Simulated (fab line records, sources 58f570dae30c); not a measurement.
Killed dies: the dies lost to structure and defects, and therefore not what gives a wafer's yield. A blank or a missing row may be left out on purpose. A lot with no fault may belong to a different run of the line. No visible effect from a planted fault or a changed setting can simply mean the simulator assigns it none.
fab line records    flow berkeleyCmos170    part 2 of 2: steps 24 to 33 of 33
record lots=5  wafers=15  lastDay=11
route steps=331 shown CONTACT@234 M1@238 V1@254
lots that met no fault: taken from a fault-free run of the same line
startH: the number of hours between the record's first day and the start of the first shown wafer of the lot    waitH: time in hours since the lot's previous step    " same as the row above    L1.1+2: a row that stands for several wafers    - either no value or no given start    * or withheld: withheld    < > ~ a bound
route shown NAME@n: NAME is a module with steps in the file, n the number in the route of the first one    usual: average and standard deviation across the fault-free wafers    same: alike in all rows    chamber/n: place in a boat    sites: per-site readings    _std_site: the standard deviation of these    _edge_site: mean of outer sites minus mean of inner sites    radiusMm: for every site, how far away it sits from the centre of the wafer    mask NAME#n: copy n    behind: the last tool/chamber to shape the wafer    hold: cause of the lot's hold/its duration in hours/its outcome    device: transistor that didn't switch, given as n, p or np    end of line: tests run on the same wafers once the route is complete    step lacking rows: just its recipe    killed: dies lost to structure and defects at the first sort, not the wafer's yield    map: shows each die of a wafer: x if killed, . if not, _ if none is there
set.NAME: the setting the step ran with; set.NAME@STEP: the setting that earlier step ran with    model.NAME: the simulator's own value behind a step, which no gauge read
lots at some steps of the route; a table a step, a row a wafer
services: a tool's chamber out of use, with start hour (startH, from the record's first day; less than 0 if before it), hours out, and reason
## steps
# step UCB170_V1_BOW_MEAS_03
# recipe mode=bow
# usual V1_BOW=18/7.2
lot.wafer  tool          chamber  startH  waitH  V1_BOW[um]
L074.3     filmMetro-01  -        161.94  0.2    37
L074.5     "             -        "       "      10
L074.6     "             -        "       "      31
L079.2     filmMetro-01  -        168.52  0.1    27
L079.4     "             -        "       "      29
L079.6     "             -        "       "      23
L078.2     filmMetro-04  -        168.52  0.2    26
L078.4     "             -        "       "      16
L078.6     "             -        "       "      18
L081.1     filmMetro-04  -        180.96  0.1    12
L081.2     "             -        "       "      20
L081.4     "             -        "       "      19
L096.3     filmMetro-01  -        247.45  0.1    39
L096.5     "             -        "       "      23
L096.6     "             -        "       "      18
# step UCB170_V1_THK_MEAS_04
# recipe reads=SiO2_of_V1_CVD_00
# usual V1_POLISHED_THK=1000.2/1.1
lot.wafer  tool          chamber  startH  waitH  V1_POLISHED_THK[nm]
L074.3     filmMetro-01  -        162.04  0.1    1000.6
L074.5     "             -        "       "      999.3
L074.6     "             -        "       "      999.8
L079.2     filmMetro-01  -        168.63  0.1    1001.7
L079.4     "             -        "       "      1001.7
L079.6     "             -        "       "      1000.3
L078.2     filmMetro-04  -        168.63  0.1    1000.3
L078.4     "             -        "       "      1002.2
L078.6     "             -        "       "      1001.5
L081.1     filmMetro-04  -        181.08  0.1    1000.0
L081.2     "             -        "       "      1001.1
L081.4     "             -        "       "      999.5
L096.3     filmMetro-01  -        247.55  0.1    1000.3
L096.5     "             -        "       "      1000.7
L096.6     "             -        "       "      1001.9
# step UCB170_V1_CLEAN_05
# recipe chemistry=DIW
lot.wafer   tool         chamber  startH  waitH
L074.3+5+6  wetBench-04  0        162.08  0.0
L079.2+4+6  wetBench-02  1        168.68  0.0
L078.2+4+6  wetBench-04  3        168.68  0.0
L081.1+2+4  wetBench-01  1        184.41  3.3
L096.3+5+6  wetBench-04  3        248.38  0.8
# step UCB170_V1_HMDS_06
# recipe primeTimeS=60  primeTempC=100
# usual resistLineTempC=23.01/0.12
lot.wafer  tool           chamber  startH  waitH  resistLineTempC
L074.3     lithoTrack-02  0        162.43  0.2    23.09
L074.5     "              0        "       "      23.03
L074.6     "              0        "       "      22.92
L079.2     lithoTrack-01  0        168.89  0.0    22.78
L079.4     "              0        "       "      22.71
L079.6     "              0        "       "      22.86
L078.2     lithoTrack-02  0        168.90  0.0    22.86
L078.4     "              0        "       "      22.97
L078.6     "              0        "       "      23.04
L081.1     lithoTrack-01  0        184.58  0.0    22.98
L081.2     "              0        "       "      22.94
L081.4     "              0        "       "      22.96
L096.3     lithoTrack-01  0        248.88  0.3    23.12
L096.5     "              0        "       "      22.93
L096.6     "              0        "       "      23.14
# step UCB170_V1_COAT_07
# recipe resist=KrF  spinRpm=1500  resistThkNm=900
# usual resistLineTempC=22.99/0.096
lot.wafer  tool           chamber  startH  waitH  resistLineTempC
L074.3     lithoTrack-02  0        162.58  0.1    22.91
L074.5     "              0        "       "      22.94
L074.6     "              0        "       "      22.87
L079.2     lithoTrack-01  0        169.04  0.1    22.92
L079.4     "              0        "       "      22.89
L079.6     "              0        "       "      23.00
L078.2     lithoTrack-02  0        169.05  0.1    22.95
L078.4     "              0        "       "      23.04
L078.6     "              0        "       "      22.98
L081.1     lithoTrack-01  0        184.73  0.1    23.09
L081.2     "              0        "       "      23.10
L081.4     "              0        "       "      22.88
L096.3     lithoTrack-01  0        249.03  0.1    23.05
L096.5     "              0        "       "      23.10
L096.6     "              0        "       "      23.05
# step UCB170_V1_SOFTBAKE_08
# recipe resist=KrF  tempC=130  timeS=60
# usual resistLineTempC=23.00/0.088
lot.wafer  tool           chamber  startH  waitH  resistLineTempC
L074.3     lithoTrack-02  0        162.73  0.1    22.98
L074.5     "              0        "       "      22.96
L074.6     "              0        "       "      23.12
L079.2     lithoTrack-01  0        169.19  0.1    22.86
L079.4     "              0        "       "      22.98
L079.6     "              0        "       "      22.90
L078.2     lithoTrack-02  0        169.20  0.1    22.97
L078.4     "              0        "       "      22.95
L078.6     "              0        "       "      23.04
L081.1     lithoTrack-01  0        184.88  0.1    23.03
L081.2     "              0        "       "      23.04
L081.4     "              0        "       "      22.83
L096.3     lithoTrack-01  0        249.18  0.1    22.90
L096.5     "              0        "       "      22.91
L096.6     "              0        "       "      22.93
# step UCB170_V1_EXPOSE_09
# recipe maskId=VIA1  targetCdNm=700  na=0.5  sigmaOuter=0.6  sourceShape=conventional  doseMj=37
# usual exposureDoseMJCm2=36.99/0.04
lot.wafer  tool           chamber  startH  waitH  mask    exposureDoseMJCm2
L074.3     krfScanner-01  0        163.08  0.3    VIA1#0  36.96
L074.5     "              0        "       "      VIA1#0  36.99
L074.6     "              0        "       "      VIA1#0  37.08
L079.2     krfScanner-02  0        169.46  0.2    VIA1#0  37.00
L079.4     "              0        "       "      VIA1#0  36.92
L079.6     "              0        "       "      VIA1#0  36.97
L078.2     krfScanner-01  0        169.70  0.5    VIA1#0  36.97
L078.4     "              0        "       "      VIA1#0  36.94
L078.6     "              0        "       "      VIA1#0  36.97
L081.1     krfScanner-01  0        185.16  0.2    VIA1#0  37.02
L081.2     "              0        "       "      VIA1#0  37.05
L081.4     "              0        "       "      VIA1#0  37.05
L096.3     krfScanner-01  0        249.70  0.5    VIA1#0  36.99
L096.5     "              0        "       "      VIA1#0  37.01
L096.6     "              0        "       "      VIA1#0  37.04
# step UCB170_V1_PEB_10
# recipe pebTempC=130  pebTimeS=withheld  resist=KrF
# usual resistLineTempC=23.00/0.11
lot.wafer  tool           chamber  startH  waitH  resistLineTempC
L074.3     lithoTrack-02  0        163.33  0.2    22.93
L074.5     "              0        "       "      22.93
L074.6     "              0        "       "      23.04
L079.2     lithoTrack-01  0        169.95  0.5    23.04
L079.4     "              0        "       "      22.99
L079.6     "              0        "       "      22.95
L078.2     lithoTrack-01  0        170.23  0.5    22.97
L078.4     "              0        "       "      23.06
L078.6     "              0        "       "      22.96
L081.1     lithoTrack-01  0        185.48  0.3    22.88
L081.2     "              0        "       "      22.95
L081.4     "              0        "       "      22.90
L096.3     lithoTrack-02  0        250.06  0.3    22.97
L096.5     "              0        "       "      22.98
L096.6     "              0        "       "      23.03
# step UCB170_V1_DEVELOP_11
# recipe developer=TMAH  developTimeS=45  resist=KrF  devTempC=21
# usual developerTempC=21.00/0.1  resistLineTempC=22.99/0.11
lot.wafer  tool           chamber  startH  waitH  developerTempC  resistLineTempC
L074.3     lithoTrack-02  0        -       -      20.91           22.98
L074.5     "              0        "       "      20.95           22.82
L074.6     "              0        "       "      20.94           22.88
L079.2     lithoTrack-01  0        -       -      20.98           23.07
L079.4     "              0        "       "      20.99           23.16
L079.6     "              0        "       "      20.93           23.05
L078.2     lithoTrack-01  0        -       -      21.03           22.97
L078.4     "              0        "       "      21.00           23.00
L078.6     "              0        "       "      20.92           22.91
L081.1     lithoTrack-01  0        -       -      21.10           23.14
L081.2     "              0        "       "      21.03           23.05
L081.4     "              0        "       "      20.89           23.14
L096.3     lithoTrack-02  0        -       -      20.88           23.08
L096.5     "              0        "       "      21.06           23.10
L096.6     "              0        "       "      20.98           23.22
# step UCB170_V1_CD_MEAS_12
# recipe targetCdNm=700
# usual cdNm=700.1/1.5
lot.wafer  tool      chamber  startH  waitH  cdNm
L074.3     cdSem-01  -        163.60  -      700.4
L074.5     "         -        "       "      699.8
L074.6     "         -        "       "      700.2
L079.2     cdSem-01  -        170.22  -      697.2
L079.4     "         -        "       "      697.1
L079.6     "         -        "       "      697.9
L078.2     cdSem-02  -        170.50  -      699.2
L078.4     "         -        "       "      699.9
L078.6     "         -        "       "      700.6
L081.1     cdSem-01  -        185.76  -      701.0
L081.2     "         -        "       "      700.6
L081.4     "         -        "       "      702.2
L096.3     cdSem-02  -        250.32  -      700.4
L096.5     "         -        "       "      699.9
L096.6     "         -        "       "      700.4
## services
tool           chamber  startH  hours  kind
pvdSputter-01  -        134.74  14.4   repair
pecvd-01       -        135.50  14.0   pm
pvdSputter-01  -        138.55  0.9    repair
krfScanner-02  -        157.49  1.1    repair
furnace-02     -        164.47  4.0    pm
krfScanner-02  -        185.62  1.0    pm
krfScanner-01  -        191.66  0.8    repair
rieDiel-01     -        194.32  0.5    repair
krfScanner-01  -        197.13  0.1    repair
krfScanner-01  -        197.41  1.3    pm
rieDiel-01     3        201.18  4.9    repair
krfScanner-02  -        201.39  0.8    pm
krfScanner-02  -        202.37  3.6    pm
cmp-02         -        204.23  4.2    pm
furnace-03     -        214.29  3.0    pm
rieDiel-03     -        215.94  28.1   pm
krfScanner-02  -        216.66  4.4    pm
pvdSputter-01  -        217.84  2.8    repair
cmp-01         -        232.00  4.0    pm
rieDiel-04     -        234.86  0.8    repair
pecvd-02       -        236.46  4.9    repair
krfScanner-01  -        237.13  1.0    pm
pecvd-02       -        244.02  5.5    pm
krfScanner-02  -        248.75  1.3    pm
